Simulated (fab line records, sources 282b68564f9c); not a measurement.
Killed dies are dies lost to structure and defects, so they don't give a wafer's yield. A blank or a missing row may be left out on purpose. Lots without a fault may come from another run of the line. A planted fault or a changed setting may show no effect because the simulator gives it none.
A struck lot beside a sound one | flow rit_cmos | 27 steps out of a route of 202
Sound: wafers L814.1, L814.2, L814.3. Struck: wafer L830.5. (L830.3, L830.4 of the same lot were not struck and are left out.) The cause comes at the end.
At each step with rows: each side's tool, then ch and its chambers, then its first start. Under that, the readings that differ: sound wafers | struck wafers | difference of the means | sigmas: that difference in standard deviations of wafers without a fault.
alike: readings whose means differ by less than 2 such deviations, and words and numbers that are the same on both sides. not compared: withheld readings, readings that some wafer has no value for, bounds like >300 that may hide the same value, and numbers for which the record gives no deviation and whose values overlap.
The two part at a step that has a row with sigmas, a row that says differs or no value, or rows on one side only. Numbers that don't overlap but have no deviation are shown without sigmas and don't part them. A reading that every wafer of one side lacks parts them only if that side has two wafers or more.

first, 4 steps without rows for these wafers: RIT_CONTACT_SOFTBAKE_04 (time 60 s); RIT_CONTACT_EXPOSE_05 (exposes mask M11, target cd 1000 nm); RIT_CONTACT_PEB_06; RIT_CONTACT_DEVELOP_07 (develop time 120 s).
RIT_CONTACT_CD_MEAS_08: target cd 1000 nm.
  sound on cd_sem-01, day 3 11:46; struck on cd_sem-01, day 6 17:58
  reading    | sound                | struck | difference | sigmas
  cd_nm (nm) | 1001.1 1003.1 1001.6 | 997.3  | -4.6       | -2
RIT_CONTACT_OVL_MEAS_09:
  sound on overlay-02, day 3 11:53; struck on overlay-02, day 6 18:04
  alike: CONTACT_OVL
then, 1 step without rows for these wafers: RIT_CONTACT_HARDBAKE_10 (time 60 s).
RIT_CONTACT_ETCH_11: etches SiO2 in CHF3/CF4/Ar, stops on TiSi2, target depth 480 nm, time 320 s.
  sound on rie_diel-02 ch 0,2,3, day 3 12:04; struck on rie_diel-02 ch 1, day 6 18:14
  reading                     | sound       | struck | difference | sigmas
  drypump_motor_current_A (A) | 5.1 4.9 5.5 | 6.3    | +1.1       | +2
  alike: oes_product_au, throttle_valve_pct
  not compared: rf_hours_counter_h
RIT_CONTACT_STRIP_12: strips in O2, time 180 s.
  sound on plasma_asher-03 ch 0,1, day 3 12:16; struck on plasma_asher-03 ch 1, day 6 18:29
  alike: drypump_motor_current_A
  not compared: rf_hours_counter_h
RIT_CONTACT_CD_MEAS_90: target cd 1000 nm.
  sound on cd_sem-02, day 3 12:26; struck on cd_sem-02, day 6 18:39
  reading    | sound                | struck | difference | sigmas
  cd_nm (nm) | 1001.4 1003.5 1002.0 | 997.1  | -5.2       | -2
then, 2 steps without rows for these wafers: RIT_CONTACT_CLEAN_13 (cleans in SC1, time 600 s); RIT_CONTACT_CLEAN_14 (cleans in SC2, time 600 s).
RIT_M1_SPUTTER_00: material Al, target thk 400 nm, time 500 s.
  sound on pvd_sputter-02, day 3 12:55; struck on pvd_sputter-02, day 6 19:06
  reading                               | sound           | struck | difference | sigmas
  model.Al_of_M1_SPUTTER_00.thk_nm (nm) | 392 394.2 394.9 | 364.6  | -29.1      |
  alike: substrate_temp_c, throttle_valve_pct
RIT_M1_RS_MEAS_01: measures by four-point-probe.
  sound on film_metro-02, day 3 13:13; struck on film_metro-03, day 6 19:26
  reading           | sound                | struck | difference | sigmas
  M1_AL_RS (ohm/sq) | 0.0747 0.0743 0.0740 | 0.0807 | +0.0064    | +8
RIT_M1_THK_MEAS_02: measures by xrf.
  sound on film_metro-02, day 3 13:20; struck on film_metro-03, day 6 19:32
  reading        | sound       | struck | difference | sigmas
  M1_AL_THK (nm) | 394 392 397 | 364    | -30        | -7
then, 6 steps without rows for these wafers: RIT_M1_HMDS_03 (prime time 60 s); RIT_M1_COAT_04 (resist thk 1300 nm); RIT_M1_SOFTBAKE_05 (time 60 s); RIT_M1_EXPOSE_06 (exposes mask M12, target cd 2600 nm); RIT_M1_PEB_07; RIT_M1_DEVELOP_08 (develop time 68 s).
RIT_M1_CD_MEAS_09: target cd 2600 nm.
  sound on cd_sem-01, day 3 14:16; struck on cd_sem-02, day 6 20:37
  alike: cd_nm
RIT_M1_OVL_MEAS_10:
  sound on overlay-02, day 3 14:23; struck on overlay-02, day 6 20:43
  alike: M1_OVL
then, 1 step without rows for these wafers: RIT_M1_HARDBAKE_11 (time 120 s).
RIT_M1_METAL_ETCH_12: etches Al in Cl2/BCl3, stops on SiO2, time 165 s, target depth 600 nm.
  sound on rie_metal-04 ch 0,1, day 3 14:40; struck on rie_metal-03 ch 1, day 6 21:02
  reading               | sound             | struck | difference | sigmas
  oes_product_au (a.u.) | 0.748 0.771 0.762 | 0.732  | -0.028     | -2
  alike: drypump_motor_current_A, throttle_valve_pct
  not compared: rf_hours_counter_h
then, 1 step without rows for these wafers: RIT_M1_STRIP_13 (strips in nmp, time 600 s).
RIT_M1_PROBE_99:
  sound on prober-02, day 3 16:56; struck on prober-02, day 6 23:26
  reading                  | sound                  | struck  | difference | sigmas
  model.etest.m1.rs_ohm_sq | 0.07386 0.07375 0.0728 | 0.07978 | +0.00631   |
  alike: defect_limited_yield, killed_at_contacts, killed_at_front_end, killed_dies, killed_open, killed_short, sort_bin_3_pad_short, sort_bin_5_function, sort_bin_6_memory, sort_n_pass, sort_yield_pct

WHERE THEY PART
First at RIT_CONTACT_CD_MEAS_08; last, within this record, at RIT_M1_METAL_ETCH_12. Later steps at which nothing parts them and some readings are alike: RIT_M1_PROBE_99.

WHY: what the simulator had put in
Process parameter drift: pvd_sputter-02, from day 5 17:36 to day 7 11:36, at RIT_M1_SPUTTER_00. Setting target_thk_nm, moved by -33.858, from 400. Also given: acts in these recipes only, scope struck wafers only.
